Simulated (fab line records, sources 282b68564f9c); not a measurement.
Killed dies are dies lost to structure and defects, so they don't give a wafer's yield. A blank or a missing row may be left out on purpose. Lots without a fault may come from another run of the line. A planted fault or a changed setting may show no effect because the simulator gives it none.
Which tool did it? | flow rit_cmos | 14 lots, 42 wafers sampled, at 2 steps of a route of 202

WHAT THE GAUGES READ, wafer by wafer
RIT_SILICIDE_RS_MEAS_02: measures by four-point-probe.
lot  | measured    | on            | SILICIDE_TI_RS (ohm/sq)
L742 | day 3 12:57 | film_metro-01 | 47.4 46.9 47.5
L744 | day 3 21:44 | film_metro-01 | 48.5 48.4 49.1
L745 | day 4 02:18 | film_metro-04 | 47.7 47.8 47.7
L746 | day 4 09:21 | film_metro-01 | 48.2 48.5 47.9
L747 | day 4 09:55 | film_metro-04 | 48.2 48.2 48.3
L748 | day 4 14:37 | film_metro-01 | 47.9 47.9 48.3
L749 | day 4 23:37 | film_metro-01 | 47.3 47.8 47.5
L751 | day 5 07:36 | film_metro-02 | 47.5 47.0 47.8
L758 | day 6 19:44 | film_metro-01 | 47.2 47.0 47.0
L759 | day 6 23:52 | film_metro-02 | 47.5 47.3 47.4
L760 | day 7 03:50 | film_metro-02 | 47.4 47.2 48.1
L761 | day 7 10:53 | film_metro-02 | 47.2 46.9 47.0
L762 | day 7 15:23 | film_metro-01 | 47.7 47.8 47.4
L764 | day 8 02:34 | film_metro-02 | 47.6 47.2 47.2

WHICH TOOL RAN EACH LOT (tool, then ch and the chambers of the sampled wafers, then the start)
lot  | RIT_PRETRO_STRIP_09
L742 | plasma_asher-02 ch 0,1, day 2 14:49
L744 | plasma_asher-02 ch 0,1, day 3 02:28
L745 | plasma_asher-02 ch 0,1, day 3 05:27
L746 | plasma_asher-01 ch 0,1, day 3 12:42
L747 | plasma_asher-01 ch 0,1, day 3 15:49
L748 | plasma_asher-01 ch 0,1, day 3 19:14
L749 | plasma_asher-02 ch 0,1, day 4 02:24
L751 | plasma_asher-01 ch 0,1, day 4 10:50
L758 | plasma_asher-01 ch 0,1, day 5 22:10
L759 | plasma_asher-02 ch 1, day 6 03:40
L760 | plasma_asher-01 ch 0,1, day 6 08:25
L761 | plasma_asher-02 ch 0,1, day 6 12:10
L762 | plasma_asher-03 ch 0,1, day 6 17:50
L764 | plasma_asher-02 ch 0,1, day 7 03:34
- RIT_PRETRO_STRIP_09: strips in O2, time 180 s.

WHAT THE TOOLS THEMSELVES READ (means of the sampled wafers that have a number; where no wafer has one, the mark that the record gives instead)
RIT_PRETRO_STRIP_09.
lot  | tool            | drypump_motor_current_A (A)
L742 | plasma_asher-02 | 6.1
L744 | plasma_asher-02 | 6.1
L745 | plasma_asher-02 | 6.1
L746 | plasma_asher-01 | 5.5
L747 | plasma_asher-01 | 5.3
L748 | plasma_asher-01 | 5.3
L749 | plasma_asher-02 | 6.1
L751 | plasma_asher-01 | 5.5
L758 | plasma_asher-01 | 5.3
L759 | plasma_asher-02 | 6.1
L760 | plasma_asher-01 | 5.5
L761 | plasma_asher-02 | 6.1
L762 | plasma_asher-03 | 6.2
L764 | plasma_asher-02 | 6.1

THE ANSWER, worked out from the rows above alone
Rule: what is usual is taken from the lots themselves. Put in order of their means at a reading, lots are off if they are a third of the lots or fewer, leave a main group of 4 or more, and stand apart from it by a gap of 3 or more times the standard deviation of the main group's means; of several such gaps the widest counts. A main group whose means are all the same, to the digits that the tables above print for the reading, isn't used. A lot without any number at a reading at which 4 lots or more have one is off too. The other lots that the step has rows for count as sound. The gauges are gone through in route order, then the tools' own readings, and for those a lot's mean is taken as printed above. The first step at which some lot is off is used, and at that step the reading that is off furthest; a lot without a number counts as furthest.
No lot is off at any reading shown: from this, nothing can be told.

WHAT THE SIMULATOR HAD PUT IN
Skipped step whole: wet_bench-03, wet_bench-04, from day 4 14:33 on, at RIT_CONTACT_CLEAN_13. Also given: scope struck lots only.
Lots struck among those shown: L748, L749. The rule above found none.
